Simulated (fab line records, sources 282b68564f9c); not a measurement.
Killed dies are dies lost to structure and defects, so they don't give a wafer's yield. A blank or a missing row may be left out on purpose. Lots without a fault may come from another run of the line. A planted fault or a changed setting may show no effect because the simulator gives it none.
One fault seen from 2 desks | flow rit_cmos | each desk has only its own numbers; what lay behind them comes last

THE METROLOGY DESK
What the gauges read, lot by lot, whatever tool the lot ran on: means of the sampled wafers that have a number. A lot is out of limits, marked OUT, if its mean lies more than 4 standard deviations from the usual mean; the brackets give that distance.
Columns: A = NWELL_TW at RIT_NWELL_TW_MEAS_10, usual 2141; B = NWELL_RS at RIT_WELLDRIVE_RS_MEAS_01, usual 275.7 ohm/sq
lot  | first seen here | A              | B
L940 | day 2 00:55     | 2146           | 276.2
L941 | day 2 09:17     | 2156           | 275.7
L943 | day 2 16:10     | 2133           | 275.3
L944 | day 2 22:40     | 2139           | 275.2
L945 | day 3 01:08     | 2173           | 273.8
L947 | day 3 09:45     | 2171           | 274.3
L952 | day 4 14:48     | 2468 (+18) OUT | 208.8 (-84) OUT
L953 | day 5 00:47     | 2459 (+18) OUT | 208.3 (-84) OUT
L955 | day 5 06:10     | 2140           | 275.0
L958 | day 5 23:26     | 2118           | 275.7
L959 | day 6 03:14     | 2143           | 276.5
L960 | day 6 03:34     | 2143           | 275.7
L962 | day 6 17:07     | 2136           | 274.9
L963 | day 6 20:51     | 2145           | 275.5
This desk's finding: out of limits on L952, L953; first on L952, day 4 14:48 (NWELL_TW at RIT_NWELL_TW_MEAS_10). In limits: L940, L941, L943, L944, L945, L947, L955, L958, L959, L960, L962, L963.

THE TOOL OWNER'S DESK: implanter-04
The tool's own readings at RIT_NWELL_IMPLANT_08: means of the sampled wafers that have a number, for each lot that ran on this tool. A lot is out of limits, marked OUT, if its mean lies more than 4 standard deviations from the usual mean; the brackets give that distance.
Columns: A = dose_ions_cm2 at RIT_NWELL_IMPLANT_08, usual 5e+13; B = faraday_current_uA at RIT_NWELL_IMPLANT_08, usual 158
lot  | first seen here | A                       | B
L940 | day 2 00:36     | 5e+13                   | 158
L941 | day 2 08:58     | 5e+13                   | 161
L943 | day 2 15:51     | 5e+13                   | 157
L944 | day 2 22:20     | 5e+13                   | 158
L947 | day 3 09:28     | 5e+13                   | 160
L952 | day 4 14:29     | 8e+13 (+99 or more) OUT | 254 (+31) OUT
L953 | day 5 00:28     | 8e+13 (+99 or more) OUT | 258 (+32) OUT
This desk's finding: out of limits on L952, L953; first on L952, day 4 14:29 (dose_ions_cm2 at RIT_NWELL_IMPLANT_08). In limits: L940, L941, L943, L944, L947.

PUT TOGETHER
The tool owner's desk could have raised an alarm at day 4 14:29, on L952, L953.
The metrology desk could have raised an alarm at day 4 14:48, on L952, L953.
Of the lots named, all ran RIT_NWELL_IMPLANT_08 on implanter-04.

WHAT THE SIMULATOR HAD PUT IN
Process parameter drift: implanter-04, from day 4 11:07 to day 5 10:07, at RIT_NWELL_IMPLANT_08. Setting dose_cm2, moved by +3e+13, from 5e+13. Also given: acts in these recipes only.
Lots struck among those shown: L952, L953.
Hours from the fault's start to each desk's first reading out of limits: the tool owner's desk, 3; the metrology desk, 4.
